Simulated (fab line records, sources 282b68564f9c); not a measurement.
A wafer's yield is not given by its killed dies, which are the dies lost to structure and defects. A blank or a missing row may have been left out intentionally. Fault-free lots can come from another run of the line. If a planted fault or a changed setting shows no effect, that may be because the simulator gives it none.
Split-lot study	flow ritCmos	on a route of 202 steps: 5 lots, 23 wafers read

== ABOUT THE SPLIT ==
At RIT_M1_EXPOSE_06 (exposes mask M12, target cd 2600 nm), the setting doseMj was moved away from the recipe's 250 on 8 of the 23 wafers read, by -4.4% to +7.5%. The other wafers ran this setting at the recipe's value.

== FROM THE SPLIT TO THE READING: what the file shows between them, 6 steps ==
- RIT_M1_PEB_07
- RIT_M1_DEVELOP_08: develop time 68 s
- RIT_M1_CD_MEAS_09: target cd 2600 nm
- RIT_M1_METAL_ETCH_12: etches Al in Cl2/BCl3, stops on SiO2, time 165 s, target depth 600 nm (also split here: rfW)
- RIT_M1_STRIP_13: strips in nmp, time 600 s
- RIT_M1_STRIP_14: strips in O2, time 180 s

== THE READING ==
cdNm, in nm, at RIT_M1_CD_MEAS_90 (target cd 2600 nm). Typical for fault-free wafers on this fab line: 2600 nm, with standard deviation 3.9 nm.

wafer	tool, chamber at the split	doseMj as run	against the recipe	cdNm, nm	against lot-mates on the recipe
L075.1	ilineStepper-02, 0	250	recipe	2599	-
L075.4	ilineStepper-02, 0	250	recipe	2599	-
L075.6	ilineStepper-02, 0	250	recipe	2593	-
L077.1	ilineStepper-01, 0	268.7	+7.5%	2579	-20
L077.2	ilineStepper-01, 0	250	recipe	2597	-
L077.3	ilineStepper-01, 0	268.7	+7.5%	2580	-20
L077.4	ilineStepper-01, 0	250	recipe	2602	-
L077.6	ilineStepper-01, 0	268.7	+7.5%	2582	-18
L078.2	ilineStepper-02, 0	238.9	-4.4%	2612	+16
L078.3	ilineStepper-02, 0	238.9	-4.4%	2613	+17
L078.4	ilineStepper-02, 0	250	recipe	2591	-
L078.5	ilineStepper-02, 0	250	recipe	2599	-
L078.6	ilineStepper-02, 0	250	recipe	2597	-
L080.1	ilineStepper-02, 0	257.1	+2.8%	2590	-12
L080.2	ilineStepper-02, 0	257.1	+2.8%	2596	-6
L080.3	ilineStepper-02, 0	250	recipe	2601	-
L080.4	ilineStepper-02, 0	257.1	+2.8%	2595	-7
L080.6	ilineStepper-02, 0	250	recipe	2603	-
L085.1	ilineStepper-01, 0	250	recipe	2589	-
L085.2	ilineStepper-01, 0	250	recipe	2598	-
L085.3	ilineStepper-01, 0	250	recipe	2592	-
L085.4	ilineStepper-01, 0	250	recipe	2591	-
L085.5	ilineStepper-01, 0	250	recipe	2598	-

FIT RESULTS
A straight line over all 23 wafers: cdNm changes by -2.41 nm for each +1% of doseMj; r = -0.88; the points scatter about the line by 4.2 nm.
The same after taking each lot's own level away (the mean of its wafers on the recipe; 23 wafers): -2.87 nm for each +1%; r = -0.94; scatter 3.2 nm.
Per that fit: largest doseMj move, reading shift of 21 nm.
The span of the lots' own levels, 2593.6 to 2602.0 nm, comes to 2.2 times the standard deviation stated above.
In other words, the slope is changed by the lot-to-lot level; the two fits disagree.
Check: -21 nm against its lot-mates is what the line predicts for one of the wafers moved furthest among these (+7.5%) when that wafer is left out of the fit. It came out at -20.5 nm against them.

== FURTHER SPLITS ON THESE WAFERS ==
Note: prior to the reading, these wafers also went through further splits. Each is held against what the fit with the lots' levels taken away leaves over:
other split on the same wafers	wafers away from the commonest value	r with cdNm (lot level and that fit taken away)
RIT_PSD_SOFTBAKE_02 tempC	12	+0.38
RIT_SILICIDE_SPUTTER_01 timeS	4	+0.05
RIT_CONTACT_EXPOSE_05 doseMj	4	-0.13
RIT_M1_METAL_ETCH_12 rfW	8	-0.47

== THE WHOLE CHAIN: every reading that the file lists as answering this split, in the file's order ==
step	what it does	reading	change (the file's fit)	r (the file's)
RIT_M1_CD_MEAS_09	target cd 2600 nm	cdNm	-2.67 nm for each +1% of the setting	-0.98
RIT_M1_METAL_ETCH_12	etches Al in Cl2/BCl3, stops on SiO2, time 165 s, target depth 600 nm	M1.cdNm (the simulator's own value, which no gauge read)	-2.92 nm for each +1% of the setting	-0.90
RIT_M1_CD_MEAS_90	target cd 2600 nm	cdNm	-2.91 nm for each +1% of the setting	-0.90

== FILE'S OWN FIT ==
cdNm changes by -2.91 nm for each +1% of doseMj, r = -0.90.
